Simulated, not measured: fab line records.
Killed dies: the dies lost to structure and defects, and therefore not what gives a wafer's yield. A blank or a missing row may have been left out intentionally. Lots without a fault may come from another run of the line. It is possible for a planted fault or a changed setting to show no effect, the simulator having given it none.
fab line records	flow rit-cmos
record lots=15	wafers=45	last-day=7
route steps=202 shown ACTIVE@3 PWELL@40 CONTACT@180
lots untouched by any fault: they come from a run of this same line in which no faults occurred
start-h: hours from the record's first day to the start of the lot's first wafer shown	wait-h: hours from the lot's prior step to this one	" as in the row above	L1.1+2: a row that stands for several wafers	- either no value or no given start	* or withheld: withheld	< > ~ a bound
route shown NAME@n: a module of which the file shows steps, and the number in the route of the first	usual: mean/standard deviation of fault-free wafers	same: alike in all rows	chamber/n: place in a boat	sites: readings site by site	_std_site: the standard deviation of these	_edge_site: the outer-site mean with the inner-site mean subtracted	radius-mm: how far each site lies from the wafer's centre	mask NAME#n: copy n	behind: tool/chamber where the wafer was last shaped	hold: what put the lot on hold/how long, in hours/how the hold closed	device: the n, p or np transistor that did not switch	end of line: tests of these same wafers at the route's end	for a step that has no rows: nothing shown but its recipe	killed: dies lost to structure and defects at the first sort, not the wafer's yield	map: dies across one wafer; x = killed, . = not, _ = none there
set.NAME: the setting the step ran with; set.NAME@STEP: the setting that earlier step ran with	model.NAME: the simulator's own value behind a step, which no gauge read
steps of the route over a sample of lots; a table a step, a row a wafer
services: when a tool's chamber went out of use (start-h, in hours from the record's first day, below 0 if earlier), for how many hours, and the reason
## steps
# step RIT_ACTIVE_THK_MEAS_02
# recipe reads=SiO2_of_ACTIVE_OXIDATION_01
# usual ACTIVE_OXIDE_THK=46.9/0.74
lot.wafer	tool	chamber	start-h	wait-h	ACTIVE_OXIDE_THK[nm]
L731.1	film-metro-03	-	22.05	0.0	46.0
L731.3	"	-	"	"	46.4
L731.5	"	-	"	"	46.7
L732.2	film-metro-02	-	27.06	0.0	46.9
L732.3	"	-	"	"	47.2
L732.5	"	-	"	"	46.7
L733.1	film-metro-04	-	32.05	0.0	47.7
L733.4	"	-	"	"	48.5
L733.6	"	-	"	"	47.7
L734.2	film-metro-04	-	37.06	0.0	47.2
L734.3	"	-	"	"	46.9
L734.4	"	-	"	"	47.9
L739.1	film-metro-04	-	62.05	0.0	47.1
L739.2	"	-	"	"	46.4
L739.3	"	-	"	"	47.0
L740.4	film-metro-03	-	67.08	0.0	46.8
L740.5	"	-	"	"	47.3
L740.6	"	-	"	"	46.8
L741.2	film-metro-03	-	72.06	0.0	47.5
L741.4	"	-	"	"	47.2
L741.6	"	-	"	"	47.2
L743.3	film-metro-02	-	82.07	0.0	46.1
L743.4	"	-	"	"	46.1
L743.5	"	-	"	"	46.4
L745.2	film-metro-02	-	92.06	0.0	47.1
L745.5	"	-	"	"	48.0
L745.6	"	-	"	"	46.8
L746.1	film-metro-02	-	97.98	0.0	46.0
L746.3	"	-	"	"	45.7
L746.6	"	-	"	"	46.5
L747.3	film-metro-03	-	102.07	0.0	46.6
L747.4	"	-	"	"	45.5
L747.6	"	-	"	"	46.3
L749.1	film-metro-03	-	112.05	0.0	47.5
L749.3	"	-	"	"	47.3
L749.4	"	-	"	"	47.3
L750.3	film-metro-03	-	117.07	0.0	46.4
L750.4	"	-	"	"	47.1
L750.5	"	-	"	"	47.0
L751.3	film-metro-03	-	122.07	0.0	46.7
L751.4	"	-	"	"	47.3
L751.6	"	-	"	"	46.7
L752.1	film-metro-03	-	127.05	0.0	47.6
L752.2	"	-	"	"	46.1
L752.6	"	-	"	"	45.4
# step RIT_ACTIVE_ETCH_13
# recipe stop-on=SiO2	chemistry=SF6	target=Si3N4	time-s=210	over-etch-frac=0.4	SF6_flow_sccm=200	pressure-mtorr=260	rf-w=125	target-depth-a=2100
# usual drypump-motor-current-A=5.8/0.43	oes-product-au=0.822/0.012	throttle-valve-pct=7.47/0.11
# same over-etch-frac=0.4
lot.wafer	tool	chamber	start-h	wait-h	drypump-motor-current-A	oes-product-au	rf-hours-counter-h	throttle-valve-pct
L731.1	rie-diel-01	3	24.71	0.1	5.8	0.794	131	7.32
L731.3	"	1	"	"	5.3	0.817	146	7.58
L731.5	"	1	"	"	5.3	0.819	-	7.57
L732.2	rie-diel-01	2	29.71	0.1	5.7	0.841	95	7.39
L732.3	"	0	"	"	5.4	0.815	74	7.51
L732.5	"	3	"	"	5.7	0.804	-	7.32
L733.1	rie-diel-02	3	35.11	0.1	6.5	0.841	151	7.65
L733.4	"	2	"	"	5.9	0.820	158	7.47
L733.6	"	1	"	"	5.7	0.826	-	7.58
L734.2	rie-diel-04	3	39.71	0.1	6.0	0.826	3	7.50
L734.3	"	1	"	"	5.5	0.826	33	7.50
L734.4	"	2	"	"	6.2	0.839	159	7.42
L739.1	rie-diel-04	2	64.72	0.1	6.1	0.840	159	7.42
L739.2	"	0	"	"	5.7	0.820	130	7.36
L739.3	"	3	"	"	6.0	0.832	4	7.51
L740.4	rie-diel-01	2	69.71	0.1	5.7	0.846	96	7.37
L740.5	"	2	"	"	5.7	0.836	-	7.41
L740.6	"	3	"	"	5.8	0.806	-	7.32
L741.2	rie-diel-02	0	74.71	0.1	6.7	0.814	64	7.33
L741.4	"	1	"	"	5.7	0.816	110	7.59
L741.6	"	1	"	"	5.7	0.820	-	7.59
L743.3	rie-diel-01	2	84.71	0.1	5.7	0.841	96	7.40
L743.4	"	0	"	"	5.4	0.814	75	7.51
L743.5	"	2	"	"	5.7	0.840	-	7.39
L745.2	rie-diel-04	1	94.71	0.1	5.5	0.816	33	7.51
L745.5	"	2	"	"	6.2	0.827	-	7.42
L745.6	"	1	"	"	5.5	0.829	-	7.51
L746.1	rie-diel-02	1	100.64	0.1	5.7	0.812	110	7.60
L746.3	"	3	"	"	6.5	0.835	152	7.66
L746.6	"	3	"	"	6.5	0.846	-	7.66
L747.3	rie-diel-01	1	104.71	0.1	5.3	0.821	148	7.57
L747.4	"	2	"	"	5.7	0.849	97	7.40
L747.6	"	2	"	"	5.7	0.847	-	7.40
L749.1	rie-diel-04	1	115.63	0.1	5.5	0.823	34	7.51
L749.3	"	0	"	"	5.7	0.814	131	7.35
L749.4	"	0	"	"	5.8	0.803	-	7.35
L750.3	rie-diel-04	0	119.86	0.1	5.8	0.805	131	7.35
L750.4	"	1	"	"	5.5	0.820	-	7.52
L750.5	"	0	"	"	5.8	0.806	-	7.35
L751.3	rie-diel-04	0	124.83	0.1	5.7	0.817	132	7.35
L751.4	"	3	"	"	6.0	0.833	-	7.51
L751.6	"	0	"	"	5.7	0.814	-	7.35
L752.1	rie-diel-02	0	129.83	0.1	6.8	0.816	66	7.32
L752.2	"	1	"	"	5.7	0.811	111	7.59
L752.6	"	0	"	"	6.7	0.814	-	7.32
# step RIT_PWELL_COAT_01
# recipe resist=NOVOLAK	spin-rpm=2000	resist-thk-nm=1300
# usual chill-plate-temp-C=23.00/0.1	dispense-pressure-kPa=47.9/2.9
lot.wafer	tool	chamber	start-h	wait-h	chill-plate-temp-C	dispense-pressure-kPa
L731.1	litho-track-01	0	31.98	0.1	22.95	50.9
L731.3	"	0	"	"	22.92	50.9
L731.5	"	0	"	"	22.92	50.9
L732.2	litho-track-03	0	37.49	0.1	23.14	48.9
L732.3	"	0	"	"	22.81	48.8
L732.5	"	0	"	"	22.98	48.9
L733.1	litho-track-01	0	41.41	0.1	22.98	50.9
L733.4	"	0	"	"	23.09	50.9
L733.6	"	0	"	"	22.85	50.9
L734.2	litho-track-02	0	46.23	0.1	22.94	44.0
L734.3	"	0	"	"	22.98	44.0
L734.4	"	0	"	"	22.87	44.0
L739.1	litho-track-01	-	71.10	0.1	-	-
L739.2	"	-	"	"	-	-
L739.3	"	-	"	"	-	-
L740.4	litho-track-01	-	76.32	0.1	-	-
L740.5	"	-	"	"	-	-
L740.6	"	-	"	"	-	-
L741.2	litho-track-03	-	81.03	0.1	-	-
L741.4	"	-	"	"	-	-
L741.6	"	-	"	"	-	-
L743.3	litho-track-02	0	91.52	0.1	23.14	43.9
L743.4	"	0	"	"	23.08	43.9
L743.5	"	0	"	"	22.95	43.9
L745.2	litho-track-01	0	101.87	0.1	23.13	50.9
L745.5	"	0	"	"	23.16	50.9
L745.6	"	0	"	"	23.11	50.9
L746.1	litho-track-03	0	108.19	0.1	23.02	48.9
L746.3	"	0	"	"	23.11	48.9
L746.6	"	0	"	"	23.06	48.9
L747.3	litho-track-01	0	112.17	0.1	22.87	51.0
L747.4	"	0	"	"	22.89	50.9
L747.6	"	0	"	"	22.96	50.9
L749.1	litho-track-01	0	122.29	0.1	22.98	51.0
L749.3	"	0	"	"	23.00	50.9
L749.4	"	0	"	"	22.87	50.9
L750.3	litho-track-03	0	126.92	0.1	22.93	48.9
L750.4	"	0	"	"	23.03	48.9
L750.5	"	0	"	"	23.06	48.9
L751.3	litho-track-02	0	132.33	0.1	23.01	43.9
L751.4	"	0	"	"	23.19	43.9
L751.6	"	0	"	"	22.93	43.9
L752.1	litho-track-03	0	137.64	0.1	23.07	48.9
L752.2	"	0	"	"	22.94	48.9
L752.6	"	0	"	"	22.94	48.9
# step RIT_PWELL_OVL_MEAS_06
# usual PWELL_OVL=-0.2/1.3
lot.wafer	tool	chamber	start-h	wait-h	PWELL_OVL[nm]
L731.1	overlay-01	-	32.83	-	-1.0
L731.3	"	-	"	"	-1.7
L731.5	"	-	"	"	0.1
L732.2	overlay-01	-	38.21	-	-0.1
L732.3	"	-	"	"	-0.5
L732.5	"	-	"	"	1.3
L733.1	overlay-01	-	42.42	-	-0.8
L733.4	"	-	"	"	0.6
L733.6	"	-	"	"	0.5
L734.2	overlay-02	-	47.07	-	-0.9
L734.3	"	-	"	"	-0.9
L734.4	"	-	"	"	-1.9
L739.1	overlay-02	-	71.88	-	-
L739.2	"	-	"	"	-
L739.3	"	-	"	"	-
L740.4	overlay-02	-	77.12	-	-
L740.5	"	-	"	"	-
L740.6	"	-	"	"	-
L741.2	overlay-01	-	81.87	-	-
L741.4	"	-	"	"	-
L741.6	"	-	"	"	-
L743.3	overlay-02	-	92.21	-	-0.6
L743.4	"	-	"	"	-1.9
L743.5	"	-	"	"	-0.3
L745.2	overlay-02	-	102.58	-	0.2
L745.5	"	-	"	"	1.0
L745.6	"	-	"	"	-1.4
L746.1	overlay-02	-	108.92	-	1.1
L746.3	"	-	"	"	-1.5
L746.6	"	-	"	"	-1.1
L747.3	overlay-01	-	112.98	-	-0.4
L747.4	"	-	"	"	0.4
L747.6	"	-	"	"	-0.2
L749.1	overlay-01	-	123.02	-	1.4
L749.3	"	-	"	"	2.3
L749.4	"	-	"	"	0.5
L750.3	overlay-01	-	127.76	-	-1.3
L750.4	"	-	"	"	-1.1
L750.5	"	-	"	"	-2.1
L751.3	overlay-02	-	133.02	-	-2.0
L751.4	"	-	"	"	-1.0
L751.6	"	-	"	"	-0.4
L752.1	overlay-01	-	138.49	-	1.0
L752.2	"	-	"	"	0.3
L752.6	"	-	"	"	0.4
# step RIT_CONTACT_STRIP_12
# recipe chemistry=O2	time-s=180	resist=NOVOLAK	platen-temp-c=withheld	power-w=500	pressure-mtorr=4000	o2-flow-sccm=4000
# usual drypump-motor-current-A=5.5/0.54
lot.wafer	tool	chamber	start-h	wait-h	drypump-motor-current-A	rf-hours-counter-h
L731.1	plasma-asher-03	1	63.20	0.1	6.1	25
L731.3	"	1	"	"	6.1	-
L731.5	"	0	"	"	4.9	-
L732.2	plasma-asher-01	0	69.47	0.1	5.2	43
L732.3	"	0	"	"	5.2	-
L732.5	"	1	"	"	5.9	-
L733.1	plasma-asher-01	0	73.06	0.1	5.2	44
L733.4	"	0	"	"	5.2	-
L733.6	"	1	"	"	6.0	-
L734.2	plasma-asher-03	1	76.34	0.1	6.1	27
L734.3	"	1	"	"	6.1	-
L734.4	"	0	"	"	4.9	-
L739.1	plasma-asher-02	0	102.56	0.1	6.2	43
L739.2	"	1	"	"	4.9	43
L739.3	"	0	"	"	6.1	-
L740.4	plasma-asher-01	1	107.63	0.1	6.0	-
L740.5	"	0	"	"	5.2	-
L740.6	"	1	"	"	5.9	-
L741.2	plasma-asher-03	1	117.13	0.1	6.1	32
L741.4	"	1	"	"	6.1	-
L741.6	"	1	"	"	6.1	-
L743.3	plasma-asher-01	0	122.77	0.2	5.2	-
L743.4	"	1	"	"	5.9	-
L743.5	"	0	"	"	5.2	-
L745.2	plasma-asher-03	0	132.63	0.1	4.9	34
L745.5	"	0	"	"	4.9	-
L745.6	"	1	"	"	6.1	-
L746.1	plasma-asher-02	0	138.23	0.1	6.2	1
L746.3	"	1	"	"	4.9	-
L746.6	"	0	"	"	6.1	-
L747.3	plasma-asher-02	1	143.56	0.2	4.9	-
L747.4	"	0	"	"	6.1	-
L747.6	"	0	"	"	6.2	-
L749.1	plasma-asher-03	0	152.92	0.1	4.9	36
L749.3	"	0	"	"	4.9	-
L749.4	"	1	"	"	6.1	-
L750.3	plasma-asher-03	0	157.03	0.2	4.9	-
L750.4	"	1	"	"	6.0	-
L750.5	"	0	"	"	4.9	-
L751.3	plasma-asher-02	1	162.56	0.2	4.9	-
L751.4	"	0	"	"	6.1	-
L751.6	"	0	"	"	6.2	-
L752.1	plasma-asher-01	1	168.05	0.1	5.9	55
L752.2	"	0	"	"	5.2	55
L752.6	"	0	"	"	5.2	-
## services
tool	chamber	start-h	hours	kind
rie-diel-04	1	2.89	15.9	repair
rie-diel-02	1	21.44	2.9	repair
plasma-asher-03	-	44.61	4.5	repair
rie-diel-01	3	45.19	7.3	repair
rie-diel-04	-	48.42	15.2	repair
rie-diel-01	2	58.00	3.0	repair
rie-diel-04	0	83.70	4.1	repair
rie-diel-02	2	95.63	-	clean
rie-diel-02	2	95.63	36.7	scheduled-down
rie-diel-02	2	95.63	36.7	vent-cycle
rie-diel-04	2	104.53	-	clean
rie-diel-04	2	104.53	24.1	scheduled-down
rie-diel-04	2	104.53	24.1	vent-cycle
plasma-asher-02	-	108.75	9.0	pm
plasma-asher-02	0	108.75	9.0	vent-cycle
plasma-asher-02	1	108.75	9.0	vent-cycle
plasma-asher-03	-	110.13	0.6	repair
rie-diel-02	1	115.91	2.9	repair
plasma-asher-02	0	117.75	-	clean
plasma-asher-02	1	117.75	-	clean
plasma-asher-02	-	120.17	14.6	pm
rie-diel-02	3	132.35	-	clean
rie-diel-02	3	132.35	18.6	scheduled-down
rie-diel-01	1	159.11	-	clean
## key
first-sign step=RIT_PWELL_COAT_01	reading=tool-record	direction=missing
effect step=RIT_PWELL_OVL_MEAS_06	reading=PWELL_OVL	direction=missing
met-at RIT_PWELL_COAT_01
struck-lots L739,L740,L741
sort-left-out L739.1,L739.2,L739.3,L740.4,L740.5,L740.6,L741.2,L741.4,L741.6
tester-left-out L739,L740,L741
not-acting-at RIT_ACTIVE_THK_MEAS_02,RIT_ACTIVE_ETCH_13,RIT_CONTACT_STRIP_12
onset-between 41.41 71.10
fault kind=skipped-step-whole	tool=litho-track-01,litho-track-03	chamber=-	onset-h=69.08	steps=RIT_PWELL_COAT_01	scope=struck-lots-only
# tester-left-out: of these lots the tester's yield and bins aren't shown, on N5 and GAA mostly nor the transistor test; their killed dies are dies lost to structure and defects alone, not to doping, threshold or leakage, so they don't give the yield
# sort-left-out: the simulated sort isn't trusted on such a fault, so these wafers' sort isn't shown, and their yield isn't known
